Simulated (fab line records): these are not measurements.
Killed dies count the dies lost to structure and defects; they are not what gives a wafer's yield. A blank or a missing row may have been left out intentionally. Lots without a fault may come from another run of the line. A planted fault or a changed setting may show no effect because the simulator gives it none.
Which tool is to blame? -- flow rit_cmos -- 15 lots, 45 wafers sampled, at 3 steps of a route of 202

== WHAT EACH GAUGE READ, for each wafer ==
RIT_NRETRO_OVL_MEAS_06. Usual: NRETRO_OVL -0.7 nm, standard deviation 1.3.
lot,measured,on,NRETRO_OVL (nm),flag
L612,day 2 05:16,overlay-02,-1.6 -2.6 -1.8,
L613,day 2 11:06,overlay-02,-0.2 -1.9 -3.3,
L614,day 2 15:40,overlay-01,-0.8 -0.5 -1.0,
L616,day 3 02:52,overlay-02,-1.5 0.3 -2.0,
L617,day 3 08:18,overlay-02,-1.8 0.7 -1.1,
L618,day 3 13:22,overlay-01,-2.0 -0.7 -1.2,
L619,day 3 16:13,overlay-01,-0.2 0.8 0.7,
L620,day 4 00:29,overlay-01,-1.6 -1.8 -1.6,
L621,day 4 04:26,overlay-01,1.1 -1.2 -0.3,
L627,day 5 11:11,overlay-01,1.2 1.9 2.4,
L628,day 5 17:27,overlay-01,-0.6 -2.2 -0.8,
L630,day 6 00:47,overlay-02,-1.3 -2.0 -1.8,
L632,day 6 11:40,overlay-01,-0.4 -1.3 -0.8,
L633,day 6 16:53,overlay-02,-0.7 0.8 2.2,
L634,day 6 22:53,overlay-01,-3.0 -3.2 -2.1,

RIT_PRETRO_TW_MEAS_10. Usual: PRETRO_TW 472.7, standard deviation 2.9.
lot,measured,on,PRETRO_TW,flag
L612,day 2 07:26,film_metro-03,467.4 471.3 468.4,
L613,day 2 13:23,film_metro-04,477.8 475.4 477.9,
L614,day 2 17:57,film_metro-04,475.6 475.6 477.2,
L616,day 3 05:01,film_metro-03,472.5 471.2 472.3,
L617,day 3 10:28,film_metro-01,468.3 468.6 468.4,
L618,day 3 15:40,film_metro-03,472.9 472.4 471.7,
L619,day 3 18:40,film_metro-01,467.1 465.1 467.2,
L620,day 4 02:38,film_metro-04,473.5 473.4 469.4,
L621,day 4 06:35,film_metro-01,470.2 471.8 469.5,
L627,day 5 13:29,film_metro-03,475.6 475.1 474.4,
L628,day 5 19:58,film_metro-04,471.6 473.8 469.6,
L630,day 6 03:05,film_metro-04,475.5 470.6 474.1,
L632,day 6 13:57,film_metro-03,473.5 473.3 476.3,
L633,day 6 19:11,film_metro-01,471.7 469.8 471.0,
L634,day 7 01:26,film_metro-03,476.4 474.5 473.3,

== TOOL THAT RAN EACH LOT (tool first, then ch and the chambers of the sampled wafers, then the start) ==
lot,RIT_PWELL_DEVELOP_05
L612,"litho_track-02 ch 0, day 1 22:00"
L613,"litho_track-04 ch 0, day 2 04:00"
L614,"litho_track-04 ch 0, day 2 08:00"
L616,"litho_track-02 ch 0, day 2 19:00"
L617,"litho_track-02 ch 0, day 3 01:00"
L618,"litho_track-04 ch 0, day 3 06:00"
L619,"litho_track-04 ch 0, day 3 08:00"
L620,"litho_track-04 ch 0, day 3 17:00"
L621,"litho_track-01 ch 0, day 3 20:00"
L627,"litho_track-01 ch 0, day 5 03:00"
L628,"litho_track-01 ch 0, day 5 08:00"
L630,"litho_track-02 ch 0, day 5 17:00"
L632,"litho_track-02 ch 0, day 6 04:00"
L633,"litho_track-02 ch 0, day 6 09:00"
L634,"litho_track-02 ch 0, day 6 14:00"
- RIT_PWELL_DEVELOP_05: develop time 68 s.

== AS READ BY THE TOOLS THEMSELVES (means over the sampled wafers that have a number; for cases with no such wafer, the mark the record gives instead) ==
RIT_PWELL_DEVELOP_05. Usual: developer_temp_C reads 23.01 C (standard deviation 0.097).
lot,tool,developer_temp_C (C),flag
L612,litho_track-02,22.94,
L613,litho_track-04,23.04,
L614,litho_track-04,23.03,
L616,litho_track-02,23.07,
L617,litho_track-02,22.96,
L618,litho_track-04,25.23,OFF
L619,litho_track-04,25.18,OFF
L620,litho_track-04,25.33,OFF
L621,litho_track-01,23.02,
L627,litho_track-01,22.99,
L628,litho_track-01,22.95,
L630,litho_track-02,23.08,
L632,litho_track-02,23.00,
L633,litho_track-02,22.94,
L634,litho_track-02,23.06,

== THE ANSWER, worked out from the rows above alone ==
Rule: a lot is off if the mean of its wafers that have a number lies more than 3 standard deviations from the usual mean. A lot without any number at a reading at which 4 lots or more have one is off too. Where the step has rows for the other lots, those lots are counted as sound. First the gauges in route order, then the tools' own readings, where a lot's mean is used as printed above. The first step at which some lot is off is used, and at that step the reading that is off furthest; a lot without a number counts as furthest.
Off: L618, L619, L620 (RIT_PWELL_DEVELOP_05, developer_temp_C).
A tool fits if, at that step or a process step before it, it ran every lot that is off, and no sound lot after the first of them. One candidate fits, namely litho_track-04 at RIT_PWELL_DEVELOP_05. Its last sound lot is L614 (day 2 08:00), its first lot that is off L618 (day 3 06:00): a fault that began between those two fits.
On the lots that are off, the tool's own readings at RIT_PWELL_DEVELOP_05 differ by more than 5 times the standard deviation of the sound lots' means, which bears it out; developer_temp_C reads 25.25 C there versus 23.01 C on the sound lots.

== WHAT THE SIMULATOR HAD INSERTED ==
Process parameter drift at RIT_PWELL_DEVELOP_05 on litho_track-04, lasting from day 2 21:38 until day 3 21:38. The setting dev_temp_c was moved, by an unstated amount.
Lots struck among those shown: L618, L619, L620. The rule above reached the same finding.
